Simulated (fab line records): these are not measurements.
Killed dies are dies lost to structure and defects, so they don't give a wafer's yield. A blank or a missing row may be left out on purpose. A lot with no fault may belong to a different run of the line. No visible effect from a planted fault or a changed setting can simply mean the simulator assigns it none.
The tool behind it: which one? -- flow ritCmos -- 14 lots, 42 wafers sampled, at 2 steps of a route of 202

## WHAT THE GAUGES SHOWED, per wafer
RIT_NRETRO_TW_MEAS_10. Usual: for NRETRO_TW the level is 1052 and the standard deviation is 8.
lot,measured,on,NRETRO_TW,flag
L146,day 2 08:44,filmMetro-01,1046 1045 1048,
L147,day 2 12:08,filmMetro-01,1050 1048 1050,
L149,day 2 22:44,filmMetro-01,1048 1046 1048,
L151,day 3 10:42,filmMetro-03,1043 1047 1046,
L152,day 3 15:45,filmMetro-03,1050 1043 1037,
L158,day 4 22:01,filmMetro-04,1049 1047 1054,
L159,day 5 02:55,filmMetro-01,1257 1251 1253,OFF
L160,day 5 08:13,filmMetro-04,1262 1249 1252,OFF
L161,day 5 12:00,filmMetro-04,1068 1062 1068,
L165,day 6 06:13,filmMetro-03,1055 1060 1053,
L166,day 6 16:45,filmMetro-04,1056 1067 1064,
L167,day 6 17:29,filmMetro-03,1054 1058 1055,
L168,day 6 21:59,filmMetro-01,1051 1049 1047,
L169,day 7 04:33,filmMetro-04,1066 1061 1065,

## WHICH TOOL RAN EACH LOT (tool, then ch and the chambers of the sampled wafers, then the start)
lot,RIT_NRETRO_IMPLANT_08
L146,"implanter-01 ch 0, day 2 08:25"
L147,"implanter-03 ch 0, day 2 11:50"
L149,"implanter-02 ch 0, day 2 22:25"
L151,"implanter-03 ch 0, day 3 10:25"
L152,"implanter-03 ch 0, day 3 15:26"
L158,"implanter-01 ch 0, day 4 21:44"
L159,"implanter-03 ch 0, day 5 02:35"
L160,"implanter-03 ch 0, day 5 07:55"
L161,"implanter-01 ch 0, day 5 11:41"
L165,"implanter-01 ch 0, day 6 05:53"
L166,"implanter-02 ch 0, day 6 16:27"
L167,"implanter-01 ch 0, day 6 17:09"
L168,"implanter-02 ch 0, day 6 21:39"
L169,"implanter-01 ch 0, day 7 04:14"
- RIT_NRETRO_IMPLANT_08

## AS READ BY THE TOOLS THEMSELVES (means over the sampled wafers that have a number; for cases with no such wafer, the mark the record gives instead)
RIT_NRETRO_IMPLANT_08. Usual: beamEnergyKeV 70.004, standard deviation 0.022; doseIonsCm2 1.0002e+13, standard deviation 1.1e+10; faradayCurrentUA 31.8, standard deviation 0.65.
lot,tool,beamEnergyKeV,doseIonsCm2,faradayCurrentUA,flag
L146,implanter-01,69.978,1.0010e+13,31.8,
L147,implanter-03,70.008,1.0011e+13,31.5,
L149,implanter-02,70.013,1.0001e+13,31.8,
L151,implanter-03,70.011,1.0002e+13,31.6,
L152,implanter-03,70.000,1.0011e+13,31.7,
L158,implanter-01,70.000,9.9983e+12,32.3,
L159,implanter-03,70.012,1.6957e+13,54.6,OFF
L160,implanter-03,69.987,1.6955e+13,53.2,OFF
L161,implanter-01,70.018,1.0008e+13,31.6,
L165,implanter-01,69.996,9.9997e+12,31.2,
L166,implanter-02,69.995,1.0006e+13,31.8,
L167,implanter-01,69.985,1.0006e+13,32.4,
L168,implanter-02,70.034,9.9897e+12,31.6,
L169,implanter-01,70.019,1.0017e+13,31.6,

## THE ANSWER, worked out from the rows above alone
Rule: take the mean of a lot's wafers that have a number; if it is more than 3 standard deviations from the usual mean, the lot is off. Also off: a lot with no number at a reading for which 4 or more lots have one. All remaining lots with rows at the step are treated as sound. Order of review: gauges by route order, followed by the tools' own readings, for which a lot's mean as printed above is used. The first step at which some lot is off is used, and at that step the reading that is off furthest; a lot without a number counts as furthest.
Off: L159, L160, at RIT_NRETRO_TW_MEAS_10 (NRETRO_TW).
A tool fits if, at a process step before that reading, it ran every lot that is off, and no sound lot after the first of them. The gauges at RIT_NRETRO_TW_MEAS_10 aren't tried: what is off there is off at RIT_NRETRO_IMPLANT_08 too, on other tools, and a gauge's error can't cause that. One fits: implanter-03 at RIT_NRETRO_IMPLANT_08. A fault onset in the window from L152 (day 3 15:26, its last sound lot) to L159 (day 5 02:35, its first lot off) fits.
The tool's own readings at RIT_NRETRO_IMPLANT_08 bear it out: on the lots that are off they differ by more than 5 times the standard deviation of the sound lots' means. doseIonsCm2 reads 1.6956e+13 there against 1.0005e+13 on the sound lots; faradayCurrentUA reads 53.9 there against 31.7 on the sound lots.

## WHAT THE SIMULATOR HAD INSERTED
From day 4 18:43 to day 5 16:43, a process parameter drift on implanter-03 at RIT_NRETRO_IMPLANT_08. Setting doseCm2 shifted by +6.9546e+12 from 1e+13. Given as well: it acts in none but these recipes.
Lots struck among those shown: L159, L160. The same result came from the rule above.
